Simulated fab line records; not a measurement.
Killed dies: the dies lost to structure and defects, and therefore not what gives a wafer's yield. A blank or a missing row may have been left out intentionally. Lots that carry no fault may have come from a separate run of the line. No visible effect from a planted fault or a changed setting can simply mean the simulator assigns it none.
The same fault as seen by 2 desks -- flow berkeley-cmos170 -- every desk sees just its own numbers, and what lay behind them comes last

FROM THE METROLOGY DESK
What the gauges read for every lot (on any tool): the sampled wafers with a number, averaged. A lot is out of limits, marked OUT, if its mean lies more than 4 standard deviations from the usual mean; the brackets give that distance.
Columns: A = V1_TEOS_THK at UCB170_V1_THK_MEAS_01, usual 1989 nm; B = M2_OVL at UCB170_M2_OVL_MEAS_16, usual 0 nm; C = cd-nm at UCB170_M2_CD_MEAS_90, usual 700 nm; D = cd-nm at UCB170_V2_CD_MEAS_12, usual 699.9 nm
lot,first seen here,A,B,C,D
L267,day 8 10:31,1988,-6,698,698.8
L269,day 9 04:46,1985,8,699,698.2
L270,day 9 06:04,1992,-4,699,697.6
L271,day 9 06:04,1978,0,701,699.1
L273,day 10 08:44,1998,4,698,699.0
L275,day 10 10:04,1988,0,697,698.1
L276,day 10 20:28,1994,8,701,700.5
L277,day 10 21:47,2019,-2,699,698.7
L279,day 11 07:33,1967,5,702,700.7
L282,day 12 12:43,1974,1,696,699.5
L283,day 12 22:03,1971,6,683 (-5.4) OUT,700.8
L286,day 13 10:31,1971,12,703,698.4
L289,day 13 17:34,1985,-2,698,700.4
L290,day 14 05:02,1988,-6,697,701.0
This desk's finding: out of limits on L283; first on L283, day 13 02:59 (cd-nm at UCB170_M2_CD_MEAS_90). L267, L269, L270, L271, L273, L275, L276, L277, L279, L282, L286, L289, L290: within limits.

AT THE TOOL OWNER'S DESK: rie-metal-02
The tool's own readings at UCB170_M2_METAL_ETCH_18 (etches Al in Cl2/BCl3, stops on SiO2, target depth 1170 nm, time 195 s): means of the sampled wafers that have a number, for each lot that ran on this tool. A lot is out of limits, marked OUT, if its mean lies more than 4 standard deviations from the usual mean; the brackets give that distance.
Columns: A = drypump-motor-current-A at UCB170_M2_METAL_ETCH_18, usual 5.1 A; B = oes-product-au at UCB170_M2_METAL_ETCH_18, usual 0.851 a.u.; C = rf-fwd-power-W at UCB170_M2_METAL_ETCH_18, usual 598.1 W; D = throttle-valve-pct at UCB170_M2_METAL_ETCH_18, usual 24.40 %
lot,first seen here,A,B,C,D
L269,day 9 10:52,5.8,0.854,596.6,24.49
L275,day 10 14:24,5.8,0.862,597.9,24.48
L277,day 11 02:49,5.8,0.860,597.5,24.39
L282,day 12 17:20,5.7,0.869,679.1 (+41) OUT,24.39
L283,day 13 02:43,5.7,0.873,758.9 (+80) OUT,24.46
This desk's finding: out of limits on L282, L283; first on L282, day 12 17:20 (rf-fwd-power-W at UCB170_M2_METAL_ETCH_18). L269, L275, L277: within limits.

PUT TOGETHER
At day 12 17:20, on L282, L283, the tool owner's desk was in a position to raise an alarm.
Metrology desk: alarm possible at day 13 02:59 on L283.
The metrology desk holds a record of L282, inside its limits.
On rie-metal-02, each named lot ran UCB170_M2_METAL_ETCH_18.

WHAT WAS PUT IN BY THE SIMULATOR
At UCB170_M2_METAL_ETCH_18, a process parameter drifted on rie-metal-02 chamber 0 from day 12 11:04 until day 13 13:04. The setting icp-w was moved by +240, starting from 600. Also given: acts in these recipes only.
Lots struck among those shown: L282, L283.
Delay (hours) between the fault's onset and each desk's first out-of-limits reading: 6 at the tool owner's desk, 16 at the metrology desk.
